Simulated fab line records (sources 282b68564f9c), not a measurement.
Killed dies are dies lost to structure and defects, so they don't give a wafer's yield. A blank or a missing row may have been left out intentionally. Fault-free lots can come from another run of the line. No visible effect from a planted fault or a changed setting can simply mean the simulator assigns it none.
fab line records | flow ritCmos
record: lots: 6 | wafers: 18 | lastDay: 7
route steps=202 shown SDANNEAL@153 PSD@157 NSD@158 PLDD@159 NLDD@160 SILICIDE@161
lots with no fault: from the same line, run without faults
startH: start of the lot's first displayed wafer, in hours after the record's first day | waitH: hours since the lot's step before | " as in the row above | L1.1+2: a single row standing in for several wafers | - value missing, or start not given | * or withheld: withheld | < > ~ a bound
route shown NAME@n: names a module that has steps shown in the file, with the first one's number in the route | usual: mean/standard deviation of fault-free wafers | same: alike in all rows | chamber/n: place in a boat | sites: readings site by site | _std_site: standard deviation of those values | _edge_site: inner sites' mean taken away from outer sites' mean | radiusMm: how far each site lies from the wafer's centre | mask NAME#n: copy n | behind: the tool/chamber that last shaped the wafer | hold: reason for holding the lot/hours on hold/outcome of the hold | device: transistor that didn't switch, given as n, p or np | end of line: the tests these same wafers got at the end of their route | a step without rows: its recipe alone | killed: dies that structure and defects cost at the first sort, which is not the same as the wafer's yield | map: the dies of a wafer, with x for killed, . for not killed, _ for no die there
set.NAME: setting as actually run; set.NAME@STEP: the setting as run at that earlier step | model.NAME: the simulator's own value behind a step, which no gauge read
lots seen at some steps along the route; tables by step, rows by wafer
services: the hour from which a tool's chamber was out of use, counted from the record's first day as startH (under 0 if before that day), plus the number of hours and why
== steps ==
step: RIT_SDANNEAL_CLEAN_00
recipe: chemistry: SC1 | mix: 3:3:50 | timeS: 600 | tempC: 75
step: RIT_SDANNEAL_CLEAN_01
recipe: chemistry: dHF | dilution: 50:1 | timeS: 30
step: RIT_SDANNEAL_CLEAN_02
recipe: chemistry: SC2 | mix: 3:3:50 | timeS: 612.6 | tempC: 75 | dry: n2Spin
step: RIT_SDANNEAL_RTA_03
recipe: tempC: 1050 | timeS: 5 | idleTempC: 600 | rampUpCPerS: 342 | rampDownCPerS: 171 | coolToC: 600 | ambient: N2
usual: annealTempCMax: 1053.7/0.94 | chamberO2Ppm: 2.001/0.023 | wafer_temp_C_max: 1053.7/1.2
lot.wafer | tool         | chamber | startH | waitH | annealTempCMax | chamberO2Ppm | wafer_temp_C_max
L326.1    | rtpAnneal-01 | 0       | 75.45  | 0.0   | 1053.6         | 1.973        | 1053.7
L326.2    | "            | 0       | "      | "     | 1053.4         | 1.990        | 1053.0
L326.6    | "            | 0       | "      | "     | 1053.7         | 1.961        | 1052.8
L327.1    | rtpAnneal-02 | 0       | 78.42  | 0.0   | 1052.5         | 1.995        | 1055.6
L327.3    | "            | 0       | "      | "     | 1054.3         | 1.956        | 1052.3
L327.4    | "            | 0       | "      | "     | 1055.3         | 1.989        | 1054.7
L331.1    | rtpAnneal-02 | 0       | 99.63  | 0.0   | 1056.9         | 1.984        | 1054.3
L331.2    | "            | 0       | "      | "     | 1054.1         | 2.009        | 1052.5
L331.5    | "            | 0       | "      | "     | 1053.2         | 2.009        | 1053.8
L332.1    | rtpAnneal-01 | 0       | 106.18 | 0.0   | 1053.5         | 1.985        | 1054.0
L332.2    | "            | 0       | "      | "     | 1053.4         | 1.991        | 1053.8
L332.3    | "            | 0       | "      | "     | 1053.1         | 2.012        | 1053.0
L339.1    | rtpAnneal-02 | 0       | 144.60 | 0.0   | 1054.5         | 1.965        | 1054.4
L339.2    | "            | 0       | "      | "     | 1054.6         | 2.016        | 1052.3
L339.4    | "            | 0       | "      | "     | 1055.6         | 1.961        | 1053.6
L342.1    | rtpAnneal-01 | 0       | 163.55 | 0.0   | 1052.3         | 2.024        | 1053.0
L342.3    | "            | 0       | "      | "     | 1053.6         | 1.973        | 1052.7
L342.5    | "            | 0       | "      | "     | 1051.9         | 1.991        | 1054.9
step: RIT_SDANNEAL_RS_MEAS_04
recipe: thkMeasGauge: four-point-probe
usual: PSD_RS: 115.92/0.26
lot.wafer | tool         | chamber | startH | waitH | PSD_RS[ohm/sq]
L326.1    | filmMetro-02 | -       | 75.51  | 0.0   | 115.86
L326.2    | "            | -       | "      | "     | 115.88
L326.6    | "            | -       | "      | "     | 115.75
L327.1    | filmMetro-02 | -       | 78.48  | 0.0   | 116.00
L327.3    | "            | -       | "      | "     | 115.74
L327.4    | "            | -       | "      | "     | 115.94
L331.1    | filmMetro-02 | -       | 99.69  | 0.0   | 116.40
L331.2    | "            | -       | "      | "     | 115.90
L331.5    | "            | -       | "      | "     | 116.21
L332.1    | filmMetro-01 | -       | 106.23 | 0.0   | 116.30
L332.2    | "            | -       | "      | "     | 116.32
L332.3    | "            | -       | "      | "     | 115.79
L339.1    | filmMetro-03 | -       | 144.65 | 0.0   | 115.70
L339.2    | "            | -       | "      | "     | 116.09
L339.4    | "            | -       | "      | "     | 115.42
L342.1    | filmMetro-03 | -       | 163.61 | 0.0   | 116.16
L342.3    | "            | -       | "      | "     | 115.79
L342.5    | "            | -       | "      | "     | 116.32
step: RIT_SDANNEAL_RS_MEAS_05
recipe: thkMeasGauge: four-point-probe
usual: NSD_RS: 84.47/0.26
lot.wafer | tool         | chamber | startH | waitH | NSD_RS[ohm/sq]
L326.1    | filmMetro-02 | -       | 75.63  | 0.1   | 84.37
L326.2    | "            | -       | "      | "     | 84.26
L326.6    | "            | -       | "      | "     | 84.42
L327.1    | filmMetro-02 | -       | 78.60  | 0.1   | 84.00
L327.3    | "            | -       | "      | "     | 83.90
L327.4    | "            | -       | "      | "     | 83.99
L331.1    | filmMetro-02 | -       | 99.81  | 0.1   | 84.41
L331.2    | "            | -       | "      | "     | 84.52
L331.5    | "            | -       | "      | "     | 84.43
L332.1    | filmMetro-01 | -       | 106.35 | 0.1   | 84.56
L332.2    | "            | -       | "      | "     | 84.76
L332.3    | "            | -       | "      | "     | 84.79
L339.1    | filmMetro-03 | -       | 144.77 | 0.1   | 84.48
L339.2    | "            | -       | "      | "     | 84.25
L339.4    | "            | -       | "      | "     | 84.60
L342.1    | filmMetro-03 | -       | 163.73 | 0.1   | 84.38
L342.3    | "            | -       | "      | "     | 84.67
L342.5    | "            | -       | "      | "     | 84.64
step: RIT_SDANNEAL_RS_MEAS_06
recipe: thkMeasGauge: four-point-probe
usual: PLDD_RS: 176.9/0.5
lot.wafer | tool         | chamber | startH | waitH | PLDD_RS[ohm/sq]
L326.1    | filmMetro-02 | -       | 75.75  | 0.1   | 177.6
L326.2    | "            | -       | "      | "     | 176.5
L326.6    | "            | -       | "      | "     | 176.9
L327.1    | filmMetro-02 | -       | 78.72  | 0.1   | 176.3
L327.3    | "            | -       | "      | "     | 176.5
L327.4    | "            | -       | "      | "     | 176.8
L331.1    | filmMetro-02 | -       | 99.93  | 0.1   | 177.1
L331.2    | "            | -       | "      | "     | 177.2
L331.5    | "            | -       | "      | "     | 177.4
L332.1    | filmMetro-01 | -       | 106.47 | 0.1   | 177.2
L332.2    | "            | -       | "      | "     | 176.7
L332.3    | "            | -       | "      | "     | 176.8
L339.1    | filmMetro-03 | -       | 144.89 | 0.1   | 177.2
L339.2    | "            | -       | "      | "     | 177.1
L339.4    | "            | -       | "      | "     | 176.8
L342.1    | filmMetro-03 | -       | 163.85 | 0.1   | 176.4
L342.3    | "            | -       | "      | "     | 176.7
L342.5    | "            | -       | "      | "     | 177.3
step: RIT_SDANNEAL_RS_MEAS_07
recipe: thkMeasGauge: four-point-probe
usual: NLDD_RS: 151.5/0.5
lot.wafer | tool         | chamber | startH | waitH | NLDD_RS[ohm/sq]
L326.1    | filmMetro-02 | -       | 75.87  | 0.1   | 151.3
L326.2    | "            | -       | "      | "     | 151.3
L326.6    | "            | -       | "      | "     | 151.6
L327.1    | filmMetro-02 | -       | 78.84  | 0.1   | 150.9
L327.3    | "            | -       | "      | "     | 150.6
L327.4    | "            | -       | "      | "     | 151.4
L331.1    | filmMetro-02 | -       | 100.05 | 0.1   | 151.3
L331.2    | "            | -       | "      | "     | 151.6
L331.5    | "            | -       | "      | "     | 152.2
L332.1    | filmMetro-01 | -       | 106.59 | 0.1   | 151.3
L332.2    | "            | -       | "      | "     | 152.0
L332.3    | "            | -       | "      | "     | 151.2
L339.1    | filmMetro-03 | -       | 145.01 | 0.1   | 151.5
L339.2    | "            | -       | "      | "     | 151.9
L339.4    | "            | -       | "      | "     | 151.6
L342.1    | filmMetro-03 | -       | 163.97 | 0.1   | 152.8
L342.3    | "            | -       | "      | "     | 152.3
L342.5    | "            | -       | "      | "     | 152.7
step: RIT_SILICIDE_WET_ETCH_00
recipe: chemistry: BOE | target: SiO2 | targetDepthNm: 14 | timeS: 15 | dry: n2Spin | dilution: 10:1 | tempC: 21.5
step: RIT_SILICIDE_SPUTTER_01
recipe: material: Ti | targetThkNm: 30 | powerW: 350 | chamberPressurePa: 0.667 | gas: Ar | timeS: 240 | substrateTempC: 25
usual: cathodeDcPowerW: 349.99/0.062 | substrateTempC: 25.00/0.12 | throttleValvePct: 30.2/1.1
lot.wafer | tool          | chamber | startH | waitH | cathodeDcPowerW | substrateTempC | throttleValvePct
L326.1    | pvdSputter-01 | -       | 76.00  | 0.0   | 350.01          | 24.81          | 31.2
L326.2    | "             | -       | "      | "     | 349.98          | 25.06          | 29.9
L326.6    | "             | -       | "      | "     | 350.03          | 25.20          | 29.1
L327.1    | pvdSputter-02 | -       | 78.97  | 0.0   | 349.88          | 24.80          | 31.4
L327.3    | "             | -       | "      | "     | 350.06          | 25.20          | 29.1
L327.4    | "             | -       | "      | "     | 349.99          | 24.95          | 29.4
L331.1    | pvdSputter-03 | -       | 100.19 | 0.0   | 349.96          | 25.08          | 31.6
L331.2    | "             | -       | "      | "     | 349.95          | 25.26          | 30.2
L331.5    | "             | -       | "      | "     | 349.97          | 25.06          | 31.3
L332.1    | pvdSputter-03 | -       | 106.73 | 0.0   | 349.94          | 25.20          | 31.3
L332.2    | "             | -       | "      | "     | 349.93          | 25.03          | 30.3
L332.3    | "             | -       | "      | "     | 350.08          | 25.00          | 29.9
L339.1    | pvdSputter-02 | -       | 145.15 | 0.0   | 350.05          | 25.07          | 29.3
L339.2    | "             | -       | "      | "     | 349.92          | 25.01          | 31.6
L339.4    | "             | -       | "      | "     | 350.01          | 25.08          | 29.0
L342.1    | pvdSputter-01 | -       | 164.10 | 0.0   | 350.09          | 25.05          | 32.4
L342.3    | "             | -       | "      | "     | 349.95          | 24.95          | 31.6
L342.5    | "             | -       | "      | "     | 349.94          | 25.22          | 29.4
step: RIT_SILICIDE_RS_MEAS_02
recipe: thkMeasGauge: four-point-probe | reads: Ti_of_SILICIDE_SPUTTER_01
usual: SILICIDE_TI_RS: 47.6/0.83
lot.wafer | tool         | chamber | startH | waitH | SILICIDE_TI_RS[ohm/sq]
L326.1    | filmMetro-03 | -       | 76.15  | 0.1   | 46.7
L326.2    | "            | -       | "      | "     | 47.5
L326.6    | "            | -       | "      | "     | 47.4
L327.1    | filmMetro-01 | -       | 79.12  | 0.1   | 46.8
L327.3    | "            | -       | "      | "     | 48.4
L327.4    | "            | -       | "      | "     | 48.5
L331.1    | filmMetro-04 | -       | 100.34 | 0.1   | 48.0
L331.2    | "            | -       | "      | "     | 46.5
L331.5    | "            | -       | "      | "     | 47.8
L332.1    | filmMetro-04 | -       | 106.88 | 0.1   | 47.2
L332.2    | "            | -       | "      | "     | 46.2
L332.3    | "            | -       | "      | "     | 47.8
L339.1    | filmMetro-04 | -       | 145.30 | 0.1   | 49.4
L339.2    | "            | -       | "      | "     | 46.4
L339.4    | "            | -       | "      | "     | 48.4
L342.1    | filmMetro-04 | -       | 164.25 | 0.1   | 46.4
L342.3    | "            | -       | "      | "     | 47.2
L342.5    | "            | -       | "      | "     | 47.1
step: RIT_SILICIDE_THK_MEAS_03
recipe: thkMeasGauge: xrf | reads: Ti_of_SILICIDE_SPUTTER_01
usual: SILICIDE_TI_THK: 30.9/0.46
lot.wafer | tool         | chamber | startH | waitH | SILICIDE_TI_THK[nm]
L326.1    | filmMetro-03 | -       | 76.27  | 0.1   | 31.4
L326.2    | "            | -       | "      | "     | 31.1
L326.6    | "            | -       | "      | "     | 31.1
L327.1    | filmMetro-01 | -       | 79.24  | 0.1   | 31.2
L327.3    | "            | -       | "      | "     | 30.6
L327.4    | "            | -       | "      | "     | 30.2
L331.1    | filmMetro-04 | -       | 100.46 | 0.1   | 30.7
L331.2    | "            | -       | "      | "     | 31.5
L331.5    | "            | -       | "      | "     | 30.8
L332.1    | filmMetro-04 | -       | 107.00 | 0.1   | 30.8
L332.2    | "            | -       | "      | "     | 31.6
L332.3    | "            | -       | "      | "     | 30.7
L339.1    | filmMetro-04 | -       | 145.42 | 0.1   | 30.3
L339.2    | "            | -       | "      | "     | 31.5
L339.4    | "            | -       | "      | "     | 30.7
L342.1    | filmMetro-04 | -       | 164.37 | 0.1   | 31.6
L342.3    | "            | -       | "      | "     | 31.2
L342.5    | "            | -       | "      | "     | 31.4
step: RIT_SILICIDE_RTA_04
recipe: tempC: 650 | timeS: 10 | idleTempC: 25 | rampUpS: 5 | rampDownS: 5 | coolToC: 25 | ambient: N2
usual: annealTempCMax: 652.3/0.61 | chamberO2Ppm: 1.995/0.027 | wafer_temp_C_max: 652.4/0.52
lot.wafer | tool         | chamber | startH | waitH | annealTempCMax | chamberO2Ppm | wafer_temp_C_max
L326.1    | rtpAnneal-02 | 0       | 76.33  | 0.1   | 653.6          | 2.002        | 652.2
L326.2    | "            | 0       | "      | "     | 653.3          | 2.016        | 652.7
L326.6    | "            | 0       | "      | "     | 652.5          | 2.028        | 652.0
L327.1    | rtpAnneal-01 | 0       | 79.30  | 0.1   | 651.3          | 1.966        | 653.3
L327.3    | "            | 0       | "      | "     | 651.9          | 2.044        | 652.5
L327.4    | "            | 0       | "      | "     | 650.8          | 1.975        | 652.4
L331.1    | rtpAnneal-01 | -       | 100.52 | 0.1   | -              | -            | -
L331.2    | "            | -       | "      | "     | -              | -            | -
L331.5    | "            | -       | "      | "     | -              | -            | -
L332.1    | rtpAnneal-02 | -       | 107.06 | 0.1   | -              | -            | -
L332.2    | "            | -       | "      | "     | -              | -            | -
L332.3    | "            | -       | "      | "     | -              | -            | -
L339.1    | rtpAnneal-01 | 0       | 145.48 | 0.1   | 652.5          | 2.001        | 652.8
L339.2    | "            | 0       | "      | "     | 652.5          | 2.033        | 652.2
L339.4    | "            | 0       | "      | "     | 652.5          | 1.990        | 652.4
L342.1    | rtpAnneal-02 | 0       | 164.43 | 0.1   | 652.3          | 2.009        | 652.1
L342.3    | "            | 0       | "      | "     | 652.4          | 2.023        | 652.8
L342.5    | "            | 0       | "      | "     | 652.6          | 1.996        | 652.1
step: RIT_SILICIDE_WET_ETCH_05
recipe: chemistry: SPM | target: Ti | tempC: 90 | timeS: 120 | dry: n2Spin
== services ==
tool          | chamber | startH | hours | kind
pvdSputter-02 | -       | 63.67  | 0.7   | repair
pvdSputter-03 | -       | 81.87  | 1.9   | repair
pvdSputter-02 | -       | 102.85 | 32.0  | repair
== key ==
firstSign: step: RIT_SILICIDE_RTA_04 | reading: toolRecord | direction: missing
effect none on later readings
metAt RIT_SILICIDE_RTA_04
struckWafers L331.1,L331.2,L331.5,L332.1,L332.2,L332.3
laterRowsLeftOut L331.1,L331.2,L331.5,L332.1,L332.2,L332.3
sortLeftOut L331.1,L331.2,L331.5,L332.1,L332.2,L332.3
testerLeftOut L331,L332
onsetBetween 79.30 100.52
fault: kind: skippedStepWhole | tool: rtpAnneal-01,rtpAnneal-02 | chamber: - | onsetH: 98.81 | steps: RIT_SILICIDE_RTA_04 | scope: struckLotsOnly
testerLeftOut: of these lots the tester's yield and bins aren't shown, on N5 and GAA mostly nor the transistor test; their killed dies are dies lost to structure and defects alone, not to doping, threshold or leakage, so they don't give the yield
sortLeftOut: the simulated sort isn't trusted on such a fault, so these wafers' sort isn't shown, and their yield isn't known
laterRowsLeftOut: the simulator's readings of these wafers behind a module that went badly wrong aren't trusted and aren't shown, but for the sort
